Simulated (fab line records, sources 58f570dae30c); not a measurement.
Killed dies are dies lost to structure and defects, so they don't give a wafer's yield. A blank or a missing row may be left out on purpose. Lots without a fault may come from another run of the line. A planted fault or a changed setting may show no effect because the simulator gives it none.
Problem report in the 8D (eight disciplines) form, filled by code | flow berkeley_cmos170 | the parts of the form that need people (team, actions taken, sign-off) are left out

1. THE PROBLEM
PSD_OVL at UCB170_PSD_OVL_MEAS_07 reads a mean of 180 nm on 12 wafers of 4 lots; wafers without a fault read -1 nm with a standard deviation of 4.9. That is +37 standard deviations from the usual mean.
First seen on wafer L420.3, day 10 00:26, on overlay-02. The record holds 48 wafers of 16 lots with a number at this step. Rule for "out", or "out of limits": more than 4 standard deviations from the usual mean. The other wafers with a number count as sound.

2. WHAT IT IS AND WHAT IT IS NOT
question                    | is                     | is not
which readings at this step | PSD_OVL                | -
which lots                  | L415, L420, L421, L422 | L404, L406, L407, L408, L409, L410, L411, L412, L417, L419, L426, L427
which wafers of those lots  | all that have a number | -
read on which gauges        | overlay-01, overlay-02 | -
when                        | from day 10 00:26      | up to then (30 sound wafers); but 6 sound wafers of L426, L427 came after

3. SUSPECTS, AND WHAT RULES EACH OUT
Counting: a tool at a process step up to the reading stays a suspect if it ran every lot that is out and no sound lot after the first of them.
- the gauge at UCB170_PSD_OVL_MEAS_07: ruled out. The wafers that are out were read on 2 gauges (overlay-01, overlay-02).
- krf_scanner-01 at UCB170_PSD_EXPOSE_03 (exposes mask PSELECT MOD, target cd 1200 nm): kept. It ran every lot that is out, first L420 (day 9 23:04), and no sound lot after that; its last sound lot up to then is L419 (day 9 22:29).
Left after counting: krf_scanner-01 at UCB170_PSD_EXPOSE_03.

4. THE CAUSE (what the simulator had put in)
Scanner matching overlay: krf_scanner-01, from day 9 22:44 on, at UCB170_PSD_EXPOSE_03. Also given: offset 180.
Counting left only this tool.

5. THE CHAIN OF EFFECTS, in route order
Each row: a reading whose mean over the struck wafers that have a number lies more than 3 standard deviations from the usual. Only readings for which the record gives a usual standard deviation are gone through. hours: the time from each lot's start at the first step in this table that gives one to its start at this step, as a median over the lots. sigmas: the change in usual standard deviations.
hours | step                   | reading | usual | on struck wafers | change | sigmas
0     | UCB170_PSD_OVL_MEAS_07 | PSD_OVL | -1 nm | 180              | +181   | +37
Later measuring or inspecting steps at which every struck wafer that the step has a row for has a number for every such reading, and none has moved that far: UCB170_M2_CD_MEAS_90.

6. WHAT WOULD HAVE CAUGHT IT SOONER
In this record the first reading out of limits at a measuring or inspecting step was taken at day 10 00:26, 2 hours after the fault began at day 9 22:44.
Of the tool readings at UCB170_PSD_EXPOSE_03 for which the record gives a usual standard deviation, none was out on any struck wafer, so an alarm limit of 4 standard deviations on them would not have fired.
Of the lots that are out (4), L421, L422 began UCB170_PSD_EXPOSE_03 on krf_scanner-01 after day 10 00:26. A hold on the tool at that time would have spared those 2.
